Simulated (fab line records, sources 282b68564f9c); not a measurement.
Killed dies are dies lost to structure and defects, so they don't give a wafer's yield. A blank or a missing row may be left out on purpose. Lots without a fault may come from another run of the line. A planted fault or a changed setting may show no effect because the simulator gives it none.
Tool commonality check | flow rit_cmos | 13 lots, 39 wafers sampled

WHY IT WAS OPENED
At RIT_GATE_CD_MEAS_16 the reading cd_nm is flagged on 1 of 13 lots. Wafers without a fault read 150.6 nm, standard deviation 2.4.
Rule: a lot is flagged when every wafer of it that has a number lies more than 4 standard deviations from that mean, or none has a number. The other lots count as sound.

lot  | measured    | on        | cd_nm (nm), wafer by wafer | flag
L570 | day 2 13:40 | cd_sem-02 | 147.2 147.0 150.1          |
L571 | day 2 20:05 | cd_sem-02 | 150.5 151.7 150.1          |
L574 | day 3 09:32 | cd_sem-02 | 147.6 147.7 148.4          |
L576 | day 3 23:25 | cd_sem-02 | 153.4 151.4 152.4          |
L577 | day 4 00:52 | cd_sem-02 | 150.6 150.7 152.5          |
L578 | day 4 05:52 | cd_sem-01 | 147.4 148.5 146.0          |
L579 | day 4 10:50 | cd_sem-01 | 150.5 145.9 150.9          |
L581 | day 4 20:36 | cd_sem-01 | 149.3 150.7 150.3          |
L582 | day 5 01:30 | cd_sem-01 | 156.1 153.6 153.3          |
L584 | day 5 10:38 | cd_sem-01 | 166.9 166.2 168.5          | FLAGGED
L585 | day 5 15:36 | cd_sem-01 | 154.8 154.2 155.3          |
L592 | day 7 02:46 | cd_sem-01 | 146.3 147.4 145.5          |
L593 | day 7 06:52 | cd_sem-02 | 152.1 152.1 151.9          |
The numbers of the flagged lots are 167.2 nm on average: +16.6 nm against the usual, or +7 standard deviations.

WHICH TOOL RAN EACH LOT
The record holds 1 process step before the reading, out of a route of 202 steps. In each cell: the tool, then ch and the chambers that the sampled wafers went through, then the start.
lot  | flag    | RIT_GATE_EXPOSE_13
L570 |         | iline_stepper-02 ch 0, day 2 13:16
L571 |         | iline_stepper-01 ch 0, day 2 19:41
L574 |         | iline_stepper-02 ch 0, day 3 09:08
L576 |         | iline_stepper-02 ch 0, day 3 23:01
L577 |         | iline_stepper-01 ch 0, day 4 00:28
L578 |         | iline_stepper-01 ch 0, day 4 05:28
L579 |         | iline_stepper-01 ch 0, day 4 10:25
L581 |         | iline_stepper-02 ch 0, day 4 20:12
L582 |         | iline_stepper-01 ch 0, day 5 01:06
L584 | FLAGGED | iline_stepper-02 ch 0, day 5 10:14
L585 |         | iline_stepper-01 ch 0, day 5 15:12
L592 |         | iline_stepper-02 ch 0, day 7 02:22
L593 |         | iline_stepper-01 ch 0, day 7 06:28
What these steps do:
- RIT_GATE_EXPOSE_13: exposes mask M6, target cd 150 nm.
- RIT_GATE_CD_MEAS_16: target cd 150 nm.

FLAGGED OVER TOTAL, TOOL BY TOOL (the gauges that took the reading come last)
step                | tool             | lots run | flagged | share of the flagged lots | sound lots run after its first flagged lot
RIT_GATE_EXPOSE_13  | iline_stepper-01 | 7        | 0       | none                      | -
RIT_GATE_EXPOSE_13  | iline_stepper-02 | 6        | 1       | all                       | 1 (L592)
RIT_GATE_CD_MEAS_16 | cd_sem-01        | 7        | 1       | all                       | 2 (L585,L592)
RIT_GATE_CD_MEAS_16 | cd_sem-02        | 6        | 0       | none                      | -

WHAT THE TABLE ALLOWS
2 rows of the table ran every flagged lot: iline_stepper-02 at RIT_GATE_EXPOSE_13, cd_sem-01 at RIT_GATE_CD_MEAS_16.
- iline_stepper-02 at RIT_GATE_EXPOSE_13: 1 of its 6 lots flagged. Sound lots ran on it after the first flagged one (L592), which a lasting fault on the whole tool wouldn't allow.
- cd_sem-01 at RIT_GATE_CD_MEAS_16: 1 of its 7 lots flagged. Sound lots ran on it after the first flagged one (L585, L592), which a lasting fault on the whole tool wouldn't allow.
No row of the table ran every flagged lot and no sound lot after the first.

WHAT THE SIMULATOR HAD PUT IN
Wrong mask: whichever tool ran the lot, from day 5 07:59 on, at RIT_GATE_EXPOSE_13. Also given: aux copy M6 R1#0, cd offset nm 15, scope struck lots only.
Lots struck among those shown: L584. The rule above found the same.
